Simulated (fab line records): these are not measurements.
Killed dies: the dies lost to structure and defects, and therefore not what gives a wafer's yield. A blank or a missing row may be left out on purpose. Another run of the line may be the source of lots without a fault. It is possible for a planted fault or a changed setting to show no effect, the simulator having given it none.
fab line records	flow berkeley_cmos170
record lots=5	wafers=23
route steps=331 shown ZERO@7 NWELL@21 WELLDRIVE@56 ACTIVE@65 PFIELD@86 FIELD@89 NVT@111
start_h: start of the lot's first displayed wafer, in hours after the record's first day	wait_h: hours from the lot's prior step to this one	" the same as in the row above	L1.1+2: one row covering several wafers at once	- either no value or no given start	* or withheld: withheld	< > ~ a bound
route shown NAME@n: names a module that has steps shown in the file, with the first one's number in the route	usual: mean/standard deviation of fault-free wafers	same: alike in all rows	chamber/n: place in a boat	sites: readings site by site	_std_site: the standard deviation of these	_edge_site: mean of outer sites minus mean of inner sites	radius_mm: how far each site lies from the wafer's centre	mask NAME#n: copy n	behind: the last tool/chamber to shape the wafer	hold: cause of the lot's hold/its duration in hours/its outcome	device: the transistor (n, p or np) that didn't switch	end of line: at the end of the route, the tests of the same wafers	a step without rows: its recipe alone	killed: count of dies lost to structure and defects at first sort (not the wafer's yield)	map: dies across one wafer; x = killed, . = not, _ = none there
set.NAME: the run value of the setting; set.NAME@STEP: its run value at that earlier step	model.NAME: the simulator's own value behind a step, which no gauge read
lots with deliberately changed settings; one table per step, one row per wafer
## steps
# step UCB170_ZERO_COAT_01
# recipe resist=KrF	spin_rpm=1500	resist_thk_nm=900
lot.wafer	tool	chamber	start_h	wait_h	set.spin_rpm	model.KrF_of_ZERO_COAT_01.thk_nm
L075.2	litho_track-03	0	22.06	0.1	1500	899.6
L075.3	"	0	"	"	1500	896
L075.4	"	0	"	"	1577	876.7
L075.5	"	0	"	"	1577	879.4
L075.6	"	0	"	"	1577	877.4
L076.2	litho_track-03	0	27.19	0.1	1464	910.2
L076.3	"	0	"	"	1464	911.8
L076.4	"	0	"	"	1500	901.6
L076.5	"	0	"	"	1464	912.5
L076.6	"	0	"	"	1500	903.1
L078.1	litho_track-01	0	37.84	0.1	1500	898.5
L078.3	"	0	"	"	1443	917.7
L078.4	"	0	"	"	1500	899
L078.5	"	0	"	"	1443	915.9
L078.6	"	0	"	"	1500	900.3
L080.1	litho_track-03	0	47.43	0.1	1500	898.9
L080.2	"	0	"	"	1500	901.7
L080.5	"	0	"	"	1500	901.4
L085.1	litho_track-04	0	74.52	0.1	1500	897.8
L085.2	"	0	"	"	1500	899.1
L085.4	"	0	"	"	1500	900.9
L085.5	"	0	"	"	1500	899.7
L085.6	"	0	"	"	1500	902.4
# step UCB170_ZERO_EXPOSE_03
# recipe mask_id=PM_MARKS	na=0.5	sigma_outer=0.6	source_shape=conventional	target_cd_nm=4000	dose_mj=30
lot.wafer	tool	chamber	start_h	wait_h	mask	set.dose_mj
L075.2+6	krf_scanner-02	0	22.48	0.2	PM_MARKS#0	30
L075.3+4+5	"	0	"	"	PM_MARKS#0	28.48
L076.2+3+4+5+6	krf_scanner-01	0	27.61	0.2	PM_MARKS#0	30
L078.1+6	krf_scanner-02	0	38.14	0.1	PM_MARKS#0	31.73
L078.3+4+5	"	0	"	"	PM_MARKS#0	30
L080.1+2+5	krf_scanner-02	0	47.73	0.1	PM_MARKS#0	30
L085.1+5+6	krf_scanner-01	0	74.95	0.2	PM_MARKS#0	30
L085.2+4	"	0	"	"	PM_MARKS#0	32.21
# step UCB170_ZERO_PEB_04
# recipe peb_temp_c=130	peb_time_s=withheld	resist=KrF
# step UCB170_ZERO_DEVELOP_05
# recipe developer=TMAH	develop_time_s=45	resist=KrF	dev_temp_c=21
# step UCB170_ZERO_ETCH_06
# recipe chemistry=CHF3/CF4/Ar	target=SiO2	time_s=12	pressure_mtorr=100	rf_w=500	CHF3_flow_sccm=50	cf4_flow_sccm=10	Ar_flow_sccm=120	over_etch_frac=1.58
# step UCB170_ZERO_STRIP_07
# recipe chemistry=O2	power_w=400	pressure_mtorr=3500	platen_temp_c=withheld	o2_flow_sccm=400	overash_fraction=0.5
# usual strip_time_to_endpoint_s=21.47/0.049
lot.wafer	tool	chamber	start_h	wait_h	set.spin_rpm@ZERO_COAT_01	strip_time_to_endpoint_s
L075.2	plasma_asher-04	0	23.04	0.0	1500	21.49
L075.3	"	1	"	"	1500	21.37
L075.4	"	0	"	"	1577	20.92
L075.5	"	0	"	"	1577	21.00
L075.6	"	1	"	"	1577	20.92
L076.2	plasma_asher-03	1	28.01	0.0	1464	21.74
L076.3	"	0	"	"	1464	21.76
L076.4	"	1	"	"	1500	21.53
L076.5	"	1	"	"	1464	21.79
L076.6	"	0	"	"	1500	21.55
L078.1	plasma_asher-04	0	38.55	0.0	1500	21.43
L078.3	"	0	"	"	1443	21.91
L078.4	"	1	"	"	1500	21.44
L078.5	"	1	"	"	1443	21.84
L078.6	"	0	"	"	1500	21.49
L080.1	plasma_asher-01	1	48.15	0.0	1500	21.45
L080.2	"	0	"	"	1500	21.52
L080.5	"	0	"	"	1500	21.51
L085.1	plasma_asher-04	0	75.60	0.0	1500	21.42
L085.2	"	1	"	"	1500	21.44
L085.4	"	1	"	"	1500	21.48
L085.5	"	1	"	"	1500	21.45
L085.6	"	0	"	"	1500	21.55
# step UCB170_NWELL_COAT_07
# recipe resist=KrF	spin_rpm=1500	resist_thk_nm=900
lot.wafer	tool	chamber	start_h	wait_h	set.resist_thk_nm	model.KrF_of_NWELL_COAT_07.thk_nm
L075.2	litho_track-03	0	35.38	0.1	950.5	951.3
L075.3	"	0	"	"	900	902.5
L075.4	"	0	"	"	900	902.9
L075.5	"	0	"	"	950.5	949.7
L075.6	"	0	"	"	950.5	952
L076.2	litho_track-01	0	35.42	0.1	900	898.9
L076.3	"	0	"	"	900	901.5
L076.4	"	0	"	"	900	899.4
L076.5	"	0	"	"	900	900.2
L076.6	"	0	"	"	900	903.6
L078.1	litho_track-03	0	51.31	0.1	900	903.5
L078.3	"	0	"	"	900	900.8
L078.4	"	0	"	"	879.8	879.1
L078.5	"	0	"	"	879.8	879.2
L078.6	"	0	"	"	900	900.9
L080.1	litho_track-03	0	58.66	0.1	900	905
L080.2	"	0	"	"	900	902.1
L080.5	"	0	"	"	900	903.1
L085.1	litho_track-03	0	87.03	0.1	932.9	930.7
L085.2	"	0	"	"	932.9	932.2
L085.4	"	0	"	"	900	900.8
L085.5	"	0	"	"	900	899.1
L085.6	"	0	"	"	932.9	931.5
# step UCB170_NWELL_SOFTBAKE_08
# recipe resist=KrF	temp_c=130	time_s=60
# step UCB170_NWELL_EXPOSE_09
# recipe mask_id=NWELL	target_cd_nm=3000	na=0.5	sigma_outer=0.6	source_shape=conventional	dose_mj=25
# step UCB170_NWELL_DEVELOP_11
# recipe developer=TMAH	develop_time_s=45	resist=KrF	dev_temp_c=21
# step UCB170_NWELL_ETCH_13
# recipe chemistry=CH3F/Ar/O2	target=Si3N4	stop_on=SiO2	CH3F_flow_sccm=20	Ar_flow_sccm=50	O2_flow_sccm=7	pressure_mtorr=50	rf_w=450	target_depth_a=2464	over_etch_frac=0.1	time_s=154
lot.wafer	tool	chamber	start_h	wait_h	set.resist_thk_nm@NWELL_COAT_07	model.KrF_of_NWELL_COAT_07.thk_nm
L075.2	rie_diel-04	3	36.09	0.0	950.5	775
L075.3	"	2	"	"	900	721.8
L075.4	"	1	"	"	900	718.4
L075.5	"	0	"	"	950.5	775.9
L075.6	"	3	"	"	950.5	777
L076.2	rie_diel-04	2	36.35	0.0	900	718
L076.3	"	1	"	"	900	715.9
L076.4	"	3	"	"	900	723.2
L076.5	"	0	"	"	900	726.5
L076.6	"	3	"	"	900	727.6
L078.1	rie_diel-01	3	52.50	0.0	900	715.4
L078.3	"	2	"	"	900	722.3
L078.4	"	0	"	"	879.8	700.3
L078.5	"	0	"	"	879.8	700.5
L078.6	"	3	"	"	900	714.2
L080.1	rie_diel-04	3	60.44	0.0	900	730.4
L080.2	"	1	"	"	900	713.4
L080.5	"	2	"	"	900	722.2
L085.1	rie_diel-03	1	88.40	0.0	932.9	747.5
L085.2	"	0	"	"	932.9	748.1
L085.4	"	3	"	"	900	724.9
L085.5	"	1	"	"	900	717.1
L085.6	"	2	"	"	932.9	752.6
# step UCB170_NWELL_IMPLANT_14
# recipe species=P	dose_cm2=1e+13	energy_kev=150	tilt_deg=7
# step UCB170_NWELL_STRIP_15
# recipe chemistry=O2	power_w=400	pressure_mtorr=3500	platen_temp_c=withheld	o2_flow_sccm=400	overash_fraction=0.5
# usual strip_time_to_endpoint_s=18.01/0.11
lot.wafer	tool	chamber	start_h	wait_h	set.resist_thk_nm@NWELL_COAT_07	strip_time_to_endpoint_s
L075.2	plasma_asher-01	0	36.34	0.1	950.5	19.29
L075.3	"	1	"	"	900	18.02
L075.4	"	0	"	"	900	17.94
L075.5	"	1	"	"	950.5	19.31
L075.6	"	0	"	"	950.5	19.35
L076.2	plasma_asher-01	1	36.60	0.1	900	17.94
L076.3	"	1	"	"	900	17.88
L076.4	"	0	"	"	900	18.06
L076.5	"	1	"	"	900	18.13
L076.6	"	0	"	"	900	18.16
L078.1	plasma_asher-01	1	52.76	0.1	900	17.87
L078.3	"	1	"	"	900	18.04
L078.4	"	0	"	"	879.8	17.51
L078.5	"	0	"	"	879.8	17.53
L078.6	"	1	"	"	900	17.83
L080.1	plasma_asher-03	0	60.69	0.1	900	18.24
L080.2	"	1	"	"	900	17.84
L080.5	"	0	"	"	900	18.04
L085.1	plasma_asher-01	1	88.66	0.1	932.9	18.63
L085.2	"	0	"	"	932.9	18.64
L085.4	"	1	"	"	900	18.10
L085.5	"	0	"	"	900	17.90
L085.6	"	1	"	"	932.9	18.77
# step UCB170_WELLDRIVE_OXIDATION_01
# recipe temp_c=1100	ambient=O2	target_thk_a=1990	ox_time_s=9000
lot.wafer	tool	chamber	start_h	wait_h	set.ox_time_s	model.SiO2_of_WELLDRIVE_OXIDATION_01.thk_nm
L075.2	-	-	-	0.8	9000	204.7
L075.3	"	-	"	"	9000	200.9
L075.4	"	-	"	"	9000	203.8
L075.5	"	-	"	"	9000	203
L075.6	"	-	"	"	9000	197.4
L076.2	-	-	-	0.8	9646	205.7
L076.3	"	-	"	"	9646	207.5
L076.4+6	"	-	"	"	9646	206.5
L076.5	"	-	"	"	9646	206.2
L078.1	-	-	-	2.6	9000	197.8
L078.3	"	-	"	"	9000	194.7
L078.4	"	-	"	"	9000	195.7
L078.5	"	-	"	"	9000	196.2
L078.6	"	-	"	"	9000	198.2
L080.1	furnace-01	0	85.98	3.0	9000	196.4
L080.2	"	0	"	"	9000	201
L080.5	"	0	"	"	9000	199.6
L085.1	-	-	-	2.4	7730	184.9
L085.2	"	-	"	"	7730	181.4
L085.4	"	-	"	"	7730	183.4
L085.5	"	-	"	"	7730	184.4
L085.6	"	-	"	"	7730	185.5
# step UCB170_WELLDRIVE_THK_MEAS_02
# recipe reads=SiO2_of_WELLDRIVE_OXIDATION_01
# usual WELLDRIVE_OXIDE_THK=199.5/2.6
lot.wafer	tool	chamber	start_h	wait_h	set.ox_time_s@WELLDRIVE_OXIDATION_01	WELLDRIVE_OXIDE_THK[nm]
L075.2	film_metro-01	-	-	-	9000	204.6
L075.3	"	-	"	"	9000	200.8
L075.4	"	-	"	"	9000	203.8
L075.5	"	-	"	"	9000	202.9
L075.6	"	-	"	"	9000	197.6
L076.2	film_metro-02	-	-	-	9646	205.8
L076.3	"	-	"	"	9646	207.6
L076.4	"	-	"	"	9646	206.6
L076.5	"	-	"	"	9646	206.2
L076.6	"	-	"	"	9646	206.5
L078.1	film_metro-02	-	-	-	9000	197.7
L078.3	"	-	"	"	9000	194.6
L078.4	"	-	"	"	9000	195.8
L078.5	"	-	"	"	9000	196.5
L078.6	"	-	"	"	9000	198.2
L080.1	film_metro-02	-	89.48	0.0	9000	196.4
L080.2	"	-	"	"	9000	201.1
L080.5	"	-	"	"	9000	199.5
L085.1	film_metro-02	-	-	-	7730	184.8
L085.2	"	-	"	"	7730	181.5
L085.4	"	-	"	"	7730	183.3
L085.5	"	-	"	"	7730	184.4
L085.6	"	-	"	"	7730	185.4
# step UCB170_ACTIVE_CVD_05
# recipe material=Si3N4	target_thk_nm=220	temp_c=800	precursor=SiH2Cl2/NH3	time_s=3300	pressure_mtorr=200	sih2cl2_flow_sccm=25	nh3_flow_sccm=75
lot.wafer	tool	chamber	start_h	wait_h	set.nh3_flow_sccm
L075.2+3+4+5+6	-	-	-	0.0	65.57
L076.2+3+4+5+6	-	-	-	0.0	75
L078.1+3+4+5+6	-	-	-	0.4	67.31
L080.1+2+5	lpcvd-01	0	113.66	0.7	75
L085.1+2+4+5+6	-	-	-	1.2	71.79
# step UCB170_PFIELD_IMPLANT_07
# recipe species=B	dose_cm2=2e+13	energy_kev=80	tilt_deg=7
lot.wafer	tool	chamber	start_h	wait_h	set.energy_kev	model.implant.rp_nm	model.implant.drp_nm
L075.2+4+5	implanter-02	0	81.78	0.0	81.82	266	75.66
L075.3+6	"	0	"	"	80	261.1	74.86
L076.2+4	implanter-04	0	81.88	0.0	80	258.3	74.86
L076.3+5+6	"	0	"	"	77.04	250.6	73.5
L078.1+5	implanter-02	0	97.39	0.0	80	261.5	74.86
L078.3+4+6	"	0	"	"	81.95	266.8	75.71
L080.1+2+5	implanter-01	0	123.40	0.0	80	268.2	74.86
L085.1+2+4+5+6	implanter-02	0	152.33	0.0	80	260.7	74.86
# step UCB170_PFIELD_STRIP_08
# recipe chemistry=O2	power_w=400	pressure_mtorr=3500	platen_temp_c=withheld	o2_flow_sccm=400	overash_fraction=0.5
# step UCB170_FIELD_CLEAN_00
# recipe chemistry=dHF	dilution=25:1	time_s=7.5
lot.wafer	tool	chamber	start_h	wait_h	set.nh3_flow_sccm@ACTIVE_CVD_05	model.Si3N4_of_ACTIVE_CVD_05.thk_nm
L075.2	wet_bench-04	2	82.76	0.7	65.57	200.5
L075.3	"	2	"	"	65.57	200.7
L075.4	"	2	"	"	65.57	201
L075.5	"	2	"	"	65.57	199
L075.6	"	2	"	"	65.57	197.8
L076.2	wet_bench-04	2	82.76	0.6	75	216.7
L076.3	"	2	"	"	75	217.3
L076.4	"	2	"	"	75	215.3
L076.5	"	2	"	"	75	216.6
L076.6	"	2	"	"	75	218.1
L078.1	wet_bench-02	2	97.70	0.1	67.31	203.1
L078.3	"	2	"	"	67.31	202.9
L078.4	"	2	"	"	67.31	203.6
L078.5	"	2	"	"	67.31	203.7
L078.6	"	2	"	"	67.31	204.2
L080.1	wet_bench-03	2	123.71	0.1	75	220.8
L080.2	"	2	"	"	75	218
L080.5	"	2	"	"	75	218.8
L085.1	wet_bench-03	2	152.64	0.1	71.79	211.8
L085.2	"	2	"	"	71.79	210.6
L085.4	"	2	"	"	71.79	211.9
L085.5	"	2	"	"	71.79	210.5
L085.6	"	2	"	"	71.79	212.1
# step UCB170_FIELD_OXIDATION_01
# recipe temp_c=1000	ambient=H2O	p_h2o_torr=584.62	target_thk_a=5583	ox_time_s=7200
lot.wafer	tool	chamber	start_h	wait_h	set.temp_c	model.SiO2_of_FIELD_OXIDATION_01.thk_nm
L075.2	-	-	-	2.3	1000	561.9
L075.3	"	-	"	"	1000	560.6
L075.4	"	-	"	"	1000	563.9
L075.5	"	-	"	"	1000	561
L075.6	"	-	"	"	1000	569.8
L076.2	-	-	-	2.3	983.4	493.8
L076.3	"	-	"	"	983.4	495.1
L076.4	"	-	"	"	983.4	500.1
L076.5	"	-	"	"	983.4	493
L076.6	"	-	"	"	983.4	498.6
L078.1	-	-	-	9.8	1000	554.3
L078.3	"	-	"	"	1000	546.4
L078.4	"	-	"	"	1000	537.9
L078.5	"	-	"	"	1000	546.1
L078.6	"	-	"	"	1000	556.4
L080.1	furnace-02	0	124.30	0.6	1000	570.8
L080.2	"	0	"	"	1000	564.5
L080.5	"	0	"	"	1000	554.3
L085.1	-	-	-	1.5	1000	562.6
L085.2	"	-	"	"	1000	563.6
L085.4	"	-	"	"	1000	561.7
L085.5	"	-	"	"	1000	570.9
L085.6	"	-	"	"	1000	568.7
# step UCB170_FIELD_THK_MEAS_02
# recipe reads=SiO2_of_FIELD_OXIDATION_01
# usual FIELD_OXIDE_THK=558/9
lot.wafer	tool	chamber	start_h	wait_h	set.temp_c@FIELD_OXIDATION_01	FIELD_OXIDE_THK[nm]
L075.2	film_metro-01	-	-	-	1000	562
L075.3	"	-	"	"	1000	561
L075.4	"	-	"	"	1000	563
L075.5	"	-	"	"	1000	562
L075.6	"	-	"	"	1000	570
L076.2	film_metro-02	-	-	-	983.4	494
L076.3	"	-	"	"	983.4	495
L076.4	"	-	"	"	983.4	500
L076.5	"	-	"	"	983.4	493
L076.6	"	-	"	"	983.4	498
L078.1	film_metro-02	-	-	-	1000	554
L078.3	"	-	"	"	1000	547
L078.4	"	-	"	"	1000	538
L078.5	"	-	"	"	1000	546
L078.6	"	-	"	"	1000	557
L080.1	film_metro-02	-	127.30	0.0	1000	571
L080.2	"	-	"	"	1000	565
L080.5	"	-	"	"	1000	554
L085.1	film_metro-02	-	-	-	1000	563
L085.2	"	-	"	"	1000	564
L085.4	"	-	"	"	1000	562
L085.5	"	-	"	"	1000	571
L085.6	"	-	"	"	1000	568
# step UCB170_FIELD_ANNEAL_03
# recipe temp_c=1000	time_s=1200	ambient=N2
# step UCB170_FIELD_WET_ETCH_04
# recipe chemistry=dHF	dilution=10:1	target=SiO2	temp_c=25	time_s=60.94
# step UCB170_FIELD_WET_ETCH_05
# recipe chemistry=H3PO4	target=Si3N4	temp_c=160	time_s=12600
lot.wafer	tool	chamber	start_h	wait_h	set.temp_c@FIELD_OXIDATION_01	model.SiO2_of_FIELD_OXIDATION_01.thk_nm
L075.2	wet_bench-02	0	91.97	0.0	1000	493.5
L075.3	"	0	"	"	1000	492.3
L075.4	"	0	"	"	1000	495.5
L075.5	"	0	"	"	1000	492.6
L075.6	"	0	"	"	1000	501.3
L076.2	wet_bench-02	1	91.97	0.0	983.4	425.8
L076.3	"	1	"	"	983.4	427.2
L076.4	"	1	"	"	983.4	432.2
L076.5	"	1	"	"	983.4	425.3
L076.6	"	1	"	"	983.4	430.5
L078.1	wet_bench-03	2	115.99	0.0	1000	486.4
L078.3	"	2	"	"	1000	478.3
L078.4	"	2	"	"	1000	469.9
L078.5	"	2	"	"	1000	478.2
L078.6	"	2	"	"	1000	488.3
L080.1	wet_bench-03	2	132.50	0.0	1000	502.7
L080.2	"	2	"	"	1000	496.9
L080.5	"	2	"	"	1000	486.6
L085.1	wet_bench-03	0	161.34	0.0	1000	496.9
L085.2	"	0	"	"	1000	498.2
L085.4	"	0	"	"	1000	496.4
L085.5	"	0	"	"	1000	505.3
L085.6	"	0	"	"	1000	503.2
# step UCB170_FIELD_WET_ETCH_06
# recipe chemistry=BOE	dilution=5:1	target=SiO2	temp_c=25	time_s=22
# step UCB170_FIELD_THK_MEAS_90
# recipe reads=SiO2_of_FIELD_OXIDATION_01
# usual FIELD_OXIDE_LEFT_1_THK=440/8.9
lot.wafer	tool	chamber	start_h	wait_h	set.temp_c@FIELD_OXIDATION_01	FIELD_OXIDE_LEFT_1_THK[nm]
L076.2	film_metro-01	-	95.88	0.0	983.4	375
L076.3	"	-	"	"	983.4	377
L076.4	"	-	"	"	983.4	381
L076.5	"	-	"	"	983.4	375
L076.6	"	-	"	"	983.4	380
L075.2	film_metro-02	-	95.92	0.1	1000	443
L075.3	"	-	"	"	1000	442
L075.4	"	-	"	"	1000	446
L075.5	"	-	"	"	1000	443
L075.6	"	-	"	"	1000	452
L078.1	film_metro-01	-	120.48	0.0	1000	438
L078.3	"	-	"	"	1000	429
L078.4	"	-	"	"	1000	421
L078.5	"	-	"	"	1000	429
L078.6	"	-	"	"	1000	439
L080.1	film_metro-01	-	136.02	0.0	1000	453
L080.2	"	-	"	"	1000	446
L080.5	"	-	"	"	1000	436
L085.1	film_metro-01	-	165.18	0.0	1000	446
L085.2	"	-	"	"	1000	448
L085.4	"	-	"	"	1000	446
L085.5	"	-	"	"	1000	455
L085.6	"	-	"	"	1000	452
# step UCB170_NVT_IMPLANT_07
# recipe species=BF2	dose_cm2=3e+12	energy_kev=50	tilt_deg=7
lot.wafer	tool	chamber	start_h	wait_h	set.energy_kev	model.implant.rp_nm	model.implant.drp_nm
L075.2+6	implanter-01	0	116.48	0.0	50	37.3	18.57
L075.3+4+5	"	0	"	"	47.05	35.12	17.78
L076.2+3+5	implanter-02	0	116.67	0.0	48.25	36.19	18.1
L076.4+6	"	0	"	"	50	37.49	18.57
L078.1+4	implanter-01	0	130.50	0.0	47.37	35.08	17.87
L078.3+5+6	"	0	"	"	50	37	18.57
L080.1+2+5	implanter-01	0	148.43	0.0	50	35.87	18.57
L085.1+2+4+5+6	implanter-02	0	176.08	0.0	50	38.09	18.57
# step UCB170_NVT_STRIP_08
# recipe chemistry=O2	power_w=400	pressure_mtorr=3500	platen_temp_c=withheld	o2_flow_sccm=400	overash_fraction=0.5
# step UCB170_NVT_TW_MEAS_09
# usual NVT_TW=525/3.6
lot.wafer	tool	chamber	start_h	wait_h	set.energy_kev@NVT_IMPLANT_07	NVT_TW
L075.2	film_metro-04	-	116.72	0.1	50	521
L075.3	"	-	"	"	47.05	510
L075.4	"	-	"	"	47.05	512
L075.5	"	-	"	"	47.05	511
L075.6	"	-	"	"	50	520
L076.2	film_metro-02	-	116.91	0.1	48.25	519
L076.3	"	-	"	"	48.25	519
L076.4	"	-	"	"	50	525
L076.5	"	-	"	"	48.25	520
L076.6	"	-	"	"	50	526
L078.1	film_metro-04	-	130.75	0.1	47.37	511
L078.3	"	-	"	"	50	518
L078.4	"	-	"	"	47.37	514
L078.5	"	-	"	"	50	519
L078.6	"	-	"	"	50	521
L080.1	film_metro-02	-	148.68	0.1	50	530
L080.2	"	-	"	"	50	528
L080.5	"	-	"	"	50	526
L085.1	film_metro-02	-	176.33	0.1	50	528
L085.2	"	-	"	"	50	527
L085.4	"	-	"	"	50	526
L085.5	"	-	"	"	50	525
L085.6	"	-	"	"	50	525
## key
split step=UCB170_ZERO_COAT_01	setting=spin_rpm	stated=1500	by=wafer
response step=UCB170_ZERO_COAT_01	reading=model.KrF_of_ZERO_COAT_01.thk_nm	change=-4.1	per=1%	r=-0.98
response step=UCB170_ZERO_STRIP_07	reading=strip_time_to_endpoint_s	change=*	per=1%	r=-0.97
split step=UCB170_ZERO_EXPOSE_03	setting=dose_mj	stated=30	by=wafer
response none clear
split step=UCB170_NWELL_COAT_07	setting=resist_thk_nm	stated=900	by=wafer
response step=UCB170_NWELL_COAT_07	reading=model.KrF_of_NWELL_COAT_07.thk_nm	change=+8.76	per=1%	r=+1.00
response step=UCB170_NWELL_ETCH_13	reading=model.KrF_of_NWELL_COAT_07.thk_nm	change=+9.12	per=1%	r=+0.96
response step=UCB170_NWELL_STRIP_15	reading=strip_time_to_endpoint_s	change=*	per=1%	r=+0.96
split step=UCB170_WELLDRIVE_OXIDATION_01	setting=ox_time_s	stated=9000	by=lot
response step=UCB170_WELLDRIVE_OXIDATION_01	reading=model.SiO2_of_WELLDRIVE_OXIDATION_01.thk_nm	change=+1.06	per=1%	r=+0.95
response step=UCB170_WELLDRIVE_THK_MEAS_02	reading=WELLDRIVE_OXIDE_THK	change=+1.07	per=1%	r=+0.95
split step=UCB170_ACTIVE_CVD_05	setting=nh3_flow_sccm	stated=75	by=lot
response step=UCB170_FIELD_CLEAN_00	reading=model.Si3N4_of_ACTIVE_CVD_05.thk_nm	change=+1.41	per=1%	r=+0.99
split step=UCB170_PFIELD_IMPLANT_07	setting=energy_kev	stated=80	by=wafer
response step=UCB170_PFIELD_IMPLANT_07	reading=model.implant.rp_nm	change=+2.11	per=1%	r=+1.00
response step=UCB170_PFIELD_IMPLANT_07	reading=model.implant.drp_nm	change=+0.36	per=1%	r=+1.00
split step=UCB170_FIELD_OXIDATION_01	setting=temp_c	stated=1000	by=lot
response step=UCB170_FIELD_OXIDATION_01	reading=model.SiO2_of_FIELD_OXIDATION_01.thk_nm	change=+38.3	per=1%	r=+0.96
response step=UCB170_FIELD_THK_MEAS_02	reading=FIELD_OXIDE_THK	change=+38.4	per=1%	r=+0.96
response step=UCB170_FIELD_WET_ETCH_05	reading=model.SiO2_of_FIELD_OXIDATION_01.thk_nm	change=+38.7	per=1%	r=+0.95
response step=UCB170_FIELD_THK_MEAS_90	reading=FIELD_OXIDE_LEFT_1_THK	change=+39.1	per=1%	r=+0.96
split step=UCB170_NVT_IMPLANT_07	setting=energy_kev	stated=50	by=wafer
response step=UCB170_NVT_IMPLANT_07	reading=model.implant.rp_nm	change=+0.368	per=1%	r=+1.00
response step=UCB170_NVT_IMPLANT_07	reading=model.implant.drp_nm	change=+0.134	per=1%	r=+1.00
response step=UCB170_NVT_TW_MEAS_09	reading=NVT_TW	change=+1.56	per=1%	r=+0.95
